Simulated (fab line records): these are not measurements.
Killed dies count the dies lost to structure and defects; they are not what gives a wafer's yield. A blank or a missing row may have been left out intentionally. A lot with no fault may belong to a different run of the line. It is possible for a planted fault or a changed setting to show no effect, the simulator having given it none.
The tool behind it: which one? | flow berkeleyCmos170 | Sampling: 13 lots, 39 wafers, 6 of 331 route steps

## WHAT THE GAUGES READ, wafer by wafer
UCB170_M2_OVL_MEAS_16. Usual: M2_OVL gives 3 nm (standard deviation 4.8).
lot  | measured     | on         | M2_OVL (nm) | flag
L869 | day 7 10:02  | overlay-02 | 4 -8 2      | 
L870 | day 8 05:03  | overlay-02 | -7 -3 -2    | 
L872 | day 8 09:56  | overlay-01 | 2 -3 1      | 
L871 | day 8 10:33  | overlay-02 | 4 4 3       | 
L873 | day 8 13:43  | overlay-01 | 14 4 8      | 
L875 | day 9 08:01  | overlay-01 | -3 0 1      | 
L878 | day 9 17:11  | overlay-02 | 9 5 3       | 
L881 | day 10 10:31 | overlay-01 | 10 7 11     | 
L885 | day 11 10:55 | overlay-01 | -1 7 4      | 
L886 | day 11 11:33 | overlay-02 | 1 1 0       | 
L888 | day 11 20:28 | overlay-01 | 0 10 3      | 
L890 | day 12 03:08 | overlay-01 | 3 -1 8      | 
L891 | day 12 03:05 | overlay-02 | -2 1 5      | 

UCB170_M3_RS_MEAS_02: uses a four-point probe to measure. Usual: M3_AL_RS gives 0.0323 ohm/sq (standard deviation 0.00041).
lot  | measured     | on           | M3_AL_RS (ohm/sq)                         | flag
L869 | day 7 13:15  | filmMetro-02 | 0.0316 0.0321 0.0320                      | 
L870 | day 8 08:45  | filmMetro-02 | 0.0321 0.0323 0.0322                      | 
L872 | day 8 12:50  | filmMetro-04 | 0.0323 0.0324 0.0323                      | 
L871 | day 8 13:53  | filmMetro-02 | 0.0323 0.0321 0.0317                      | 
L873 | day 8 19:41  | filmMetro-02 | 0.0323 0.0323 0.0320                      | 
L875 | day 9 11:34  | filmMetro-04 | 0.0333 0.0331 0.0329                      | 
L878 | day 9 20:21  | filmMetro-02 | 0.0328 0.0327 0.0329                      | 
L881 | day 10 14:23 | filmMetro-04 | 0.0325 0.0324 0.0324                      | 
L885 | day 11 14:32 | filmMetro-03 | 0.0287 0.0323 0.0325 0.0287 0.0324 0.0325 | 
L886 | day 11 15:18 | filmMetro-04 | 0.0319 0.0318 0.0322                      | 
L888 | day 11 23:22 | filmMetro-04 | 0.0323 0.0326 0.0327                      | 
L890 | day 12 06:28 | filmMetro-04 | 0.0322 0.0319 0.0318                      | 
L891 | day 12 06:08 | filmMetro-03 | 0.0325 0.0329 0.0322                      | 

UCB170_M3_THK_MEAS_03: measures by xrf. Usual: M3_AL_THK gives 920 nm (standard deviation 12).
lot  | measured     | on           | M3_AL_THK (nm)            | flag
L869 | day 7 13:22  | filmMetro-02 | 928 917 915               | 
L870 | day 8 08:52  | filmMetro-02 | 930 919 919               | 
L872 | day 8 12:58  | filmMetro-04 | 921 923 925               | 
L871 | day 8 14:01  | filmMetro-02 | 918 928 934               | 
L873 | day 8 19:49  | filmMetro-02 | 920 919 927               | 
L875 | day 9 11:41  | filmMetro-04 | 890 897 906               | 
L878 | day 9 20:26  | filmMetro-02 | 900 904 894               | 
L881 | day 10 14:30 | filmMetro-04 | 927 929 924               | 
L885 | day 12 01:49 | filmMetro-03 | 1038 920 910 1030 919 913 | 
L886 | day 11 15:24 | filmMetro-04 | 936 936 932               | 
L888 | day 11 23:29 | filmMetro-04 | 922 918 917               | 
L890 | day 12 06:35 | filmMetro-04 | 923 940 936               | 
L891 | day 12 06:14 | filmMetro-03 | 912 902 925               | 

UCB170_M3_OVL_MEAS_16. Usual: M3_OVL gives -2 nm (standard deviation 5).
lot  | measured     | on         | M3_OVL (nm) | flag
L869 | day 7 17:46  | overlay-02 | -2 -3 4     | 
L870 | day 8 11:13  | overlay-01 | -8 -5 -6    | 
L872 | day 8 14:43  | overlay-01 | -4 -9 -9    | 
L871 | day 8 16:43  | overlay-02 | -2 3 0      | 
L873 | day 8 22:01  | overlay-02 | 1 2 0       | 
L875 | day 9 15:46  | overlay-01 | 5 -4 1      | 
L878 | day 10 01:23 | overlay-01 | -2 1 0      | 
L881 | day 10 17:59 | overlay-01 | 2 3 2       | 
L885 | day 12 09:28 | overlay-01 | -7 -4 -1    | 
L886 | day 11 18:53 | overlay-02 | 9 1 8       | 
L888 | day 12 01:50 | overlay-01 | 2 -3 -5     | 
L890 | day 12 09:05 | overlay-01 | -8 -4 -3    | 
L891 | day 12 08:57 | overlay-01 | -1 -6 -7    | 

## WHICH TOOL RAN EACH LOT (tool, then ch and the chambers of the sampled wafers, then the start)
lot  | UCB170_NWELL_STRIP_15              | UCB170_M3_SPUTTER_01
L869 | plasmaAsher-01 ch 0,1, day 2 10:54 | pvdSputter-03, day 7 13:10
L870 | plasmaAsher-01 ch 0,1, day 2 16:21 | pvdSputter-04, day 8 08:40
L872 | plasmaAsher-04 ch 0,1, day 2 21:40 | pvdSputter-02, day 8 12:46
L871 | plasmaAsher-02 ch 1, day 2 22:23   | pvdSputter-03, day 8 13:48
L873 | plasmaAsher-04 ch 0,1, day 3 07:03 | pvdSputter-04, day 8 19:37
L875 | plasmaAsher-02 ch 0,1, day 3 15:21 | pvdSputter-02, day 9 11:28
L878 | plasmaAsher-02 ch 0,1, day 4 01:55 | pvdSputter-02, day 9 20:13
L881 | plasmaAsher-04 ch 0,1, day 4 21:19 | pvdSputter-04, day 10 14:17
L885 | plasmaAsher-04 ch 0,1, day 5 22:00 | pvdSputter-02, day 11 14:25
L886 | plasmaAsher-01 ch 0,1, day 6 02:10 | pvdSputter-04, day 11 15:11
L888 | plasmaAsher-04 ch 0,1, day 6 12:23 | pvdSputter-03, day 11 23:17
L890 | plasmaAsher-01 ch 0,1, day 6 17:11 | pvdSputter-03, day 12 06:23
L891 | plasmaAsher-01 ch 0,1, day 6 17:46 | pvdSputter-04, day 12 06:01
- UCB170_NWELL_STRIP_15: strips in O2.
- UCB170_M3_SPUTTER_01: material Al, target thk 900 nm, time 120 s.

## WHAT THE TOOLS THEMSELVES READ (means of the sampled wafers that have a number; where no wafer has one, the mark that the record gives instead)
UCB170_NWELL_STRIP_15. Usual: drypumpMotorCurrentA 5.6 A, standard deviation 0.45; o2FlowSccm 399.8 sccm, standard deviation 1.1; oesProductAu 0.721 a.u., standard deviation 0.0048; stripTimeToEndpointS 18.01 s, standard deviation 0.12.
lot  | tool           | drypumpMotorCurrentA (A) | o2FlowSccm (sccm) | oesProductAu (a.u.) | stripTimeToEndpointS (s) | flag
L869 | plasmaAsher-01 | 5.7                      | 400.6             | 0.721               | 18.08                    | 
L870 | plasmaAsher-01 | 5.7                      | 400.3             | 0.720               | 18.13                    | 
L872 | plasmaAsher-04 | 5.9                      | 399.7             | 0.723               | 17.96                    | 
L871 | plasmaAsher-02 | 5.2                      | 399.9             | 0.720               | 18.18                    | 
L873 | plasmaAsher-04 | 5.9                      | 400.1             | 0.719               | 17.97                    | 
L875 | plasmaAsher-02 | 5.0                      | 400.9             | 0.721               | 18.10                    | 
L878 | plasmaAsher-02 | 5.0                      | 399.6             | 0.723               | 17.89                    | 
L881 | plasmaAsher-04 | 6.1                      | 400.6             | 0.725               | 17.90                    | 
L885 | plasmaAsher-04 | 6.1                      | 397.5             | 0.721               | 18.20                    | 
L886 | plasmaAsher-01 | 5.6                      | 401.2             | 0.719               | 17.99                    | 
L888 | plasmaAsher-04 | 6.1                      | 400.1             | 0.716               | 18.00                    | 
L890 | plasmaAsher-01 | 5.7                      | 398.6             | 0.718               | 18.09                    | 
L891 | plasmaAsher-01 | 5.5                      | 399.2             | 0.720               | 17.97                    | 

UCB170_M3_SPUTTER_01. Usual: throttleValvePct reads 30.9 % (standard deviation 0.65).
lot  | tool          | throttleValvePct (%) | flag
L869 | pvdSputter-03 | 30.5                 | 
L870 | pvdSputter-04 | 30.8                 | 
L872 | pvdSputter-02 | 31.0                 | 
L871 | pvdSputter-03 | 30.3                 | 
L873 | pvdSputter-04 | 30.2                 | 
L875 | pvdSputter-02 | 31.3                 | 
L878 | pvdSputter-02 | 30.7                 | 
L881 | pvdSputter-04 | 30.8                 | 
L885 | pvdSputter-02 | 31.2                 | 
L886 | pvdSputter-04 | 31.5                 | 
L888 | pvdSputter-03 | 31.1                 | 
L890 | pvdSputter-03 | 30.9                 | 
L891 | pvdSputter-04 | 30.3                 | 

## THE ANSWER, worked out from the rows above alone
Rule: lot off if the mean of its wafers having a number is beyond 3 standard deviations from the usual mean. A lot without any number at a reading at which 4 lots or more have one is off too. Where the step has rows for the other lots, those lots are counted as sound. Order of review: gauges by route order, followed by the tools' own readings, for which a lot's mean as printed above is used. At the first step where some lot is off, the reading lying furthest off is the one used; lots without a number count as furthest.
Across all readings shown, no lot is off: no conclusion can be drawn from this.

## WHAT HAD BEEN PUT IN BY THE SIMULATOR
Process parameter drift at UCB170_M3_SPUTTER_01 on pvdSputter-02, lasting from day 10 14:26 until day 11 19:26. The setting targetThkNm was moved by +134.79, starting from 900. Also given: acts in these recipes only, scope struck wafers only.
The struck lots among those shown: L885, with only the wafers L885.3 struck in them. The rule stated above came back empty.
